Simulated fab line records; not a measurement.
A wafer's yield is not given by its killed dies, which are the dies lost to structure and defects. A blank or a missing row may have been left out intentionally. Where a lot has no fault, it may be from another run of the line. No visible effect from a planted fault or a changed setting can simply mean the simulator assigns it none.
A struck lot beside a sound one | flow ritCmos | 18 steps out of a route of 202
Sound: the wafers L786.1, L786.2, L786.5. The struck wafers were L784.1, L784.3, L784.4. The cause is named last.
Order at every step that has rows: each side's tool, ch and its chambers, its first start. Under that, the readings that differ: sound wafers | struck wafers | difference of the means | sigmas: that difference in standard deviations of wafers without a fault.
alike: a reading whose means differ by less than 2 such deviations, as well as words and numbers matching on both sides. not compared: withheld readings; readings where some wafer has no value; bounds like >300 that might hide an equal value; numbers whose values overlap and for which the record gives no deviation.
Wherever a step has rows on one side only, a row that says differs or no value, or a row with sigmas, the two part there. Non-overlapping numbers with no deviation appear without sigmas and do not part them. A reading that every wafer of one side lacks parts them only if that side has two wafers or more.

first, 1 step without rows for these wafers: RIT_GATE_HARDBAKE_18 (time 60 s).
RIT_GATE_ETCH_19: etches poly-Si in SF6/CHF3/O2, stops on SiO2, time 165 s, target depth 312.5 nm.
  sound on rieSi-02 ch 0,1,3, day 5 17:52; struck on rieSi-02 ch 0,1,2, day 5 07:20
  alike: drypumpMotorCurrentA, oesProductAu, throttleValvePct
  not compared: rfHoursCounterH
RIT_GATE_STRIP_20: strips in O2, time 180 s.
  sound on plasmaAsher-04 ch 0,1, day 5 17:58; struck on plasmaAsher-04 ch 0,1, day 5 07:26
  alike: drypumpMotorCurrentA
  not compared: rfHoursCounterH
RIT_GATE_CD_MEAS_90 targets a cd of 150 nm.
  sound: cdSem-02 at day 5 18:08; struck: cdSem-02 at day 5 07:37
reading   | sound             | struck            | difference | sigmas
cdNm (nm) | 145.5 145.9 145.5 | 151.1 150.0 151.0 | +5.1       | +2
then, 4 steps without rows for these wafers: RIT_REOX_CLEAN_00 (cleans in SC1, time 600 s); RIT_REOX_CLEAN_01 (cleans in dHF, time 30 s); RIT_REOX_CLEAN_02 (cleans in SC2, time 600 s); RIT_REOX_OXIDATION_03 (target thk 25.2 nm, ox time 5580 s).
RIT_REOX_THK_MEAS_04:
  sound: filmMetro-03 at day 5 21:37; struck: filmMetro-03 at day 5 10:39
reading             | sound          | struck         | difference | sigmas
REOX_OXIDE_THK (nm) | 25.8 25.9 25.5 | 24.6 24.3 24.6 | -1.2       | -3
then, 3 steps without rows for these wafers: RIT_NLDD_HMDS_00 (prime time 60 s); RIT_NLDD_COAT_01 (resist thk 1000 nm); RIT_NLDD_SOFTBAKE_02 (time 60 s).
RIT_NLDD_EXPOSE_03: exposes mask M7, target cd 40700 nm.
  sound on ilineStepper-02 ch 0, day 5 22:20; struck on ilineStepper-01 ch 0, day 5 11:10
reading                    | sound                | struck         | difference | sigmas
model.NLDD.overlayXNm (nm) | 0.6762 0.6762 0.6762 | -300 -300 -300 | -301       | 
  alike: mask
then, 2 steps without rows for these wafers: RIT_NLDD_PEB_04; RIT_NLDD_DEVELOP_05 (develop time 50 s).
RIT_NLDD_OVL_MEAS_06:
  sound: overlay-02 at day 5 22:44; struck: overlay-01 at day 5 11:34
reading       | sound       | struck               | difference | sigmas
NLDD_OVL (nm) | 2.5 2.3 1.9 | -301.6 -300.3 -300.1 | -302.9     | -99 or more
then, 1 step without rows for these wafers: RIT_NLDD_HARDBAKE_07 (time 60 s).
RIT_M1_PROBE_99:
  sound: prober-01 at day 6 15:31; struck: prober-01 at day 6 03:21
reading                       | sound          | struck         | difference | sigmas
model.etest.nldd.widthNm (nm) | 3175 3216 3205 | 2965 2951 2967 | -238       | 
  alike: killedAtFrontEnd, killedDies, killedOpen, killedShort

## WHERE THEY PART
At RIT_GATE_CD_MEAS_90 first; at RIT_NLDD_OVL_MEAS_06 last (within this record only). Later steps at which nothing parts them and some readings are alike: RIT_M1_PROBE_99.

WHY: the cause the simulator had injected
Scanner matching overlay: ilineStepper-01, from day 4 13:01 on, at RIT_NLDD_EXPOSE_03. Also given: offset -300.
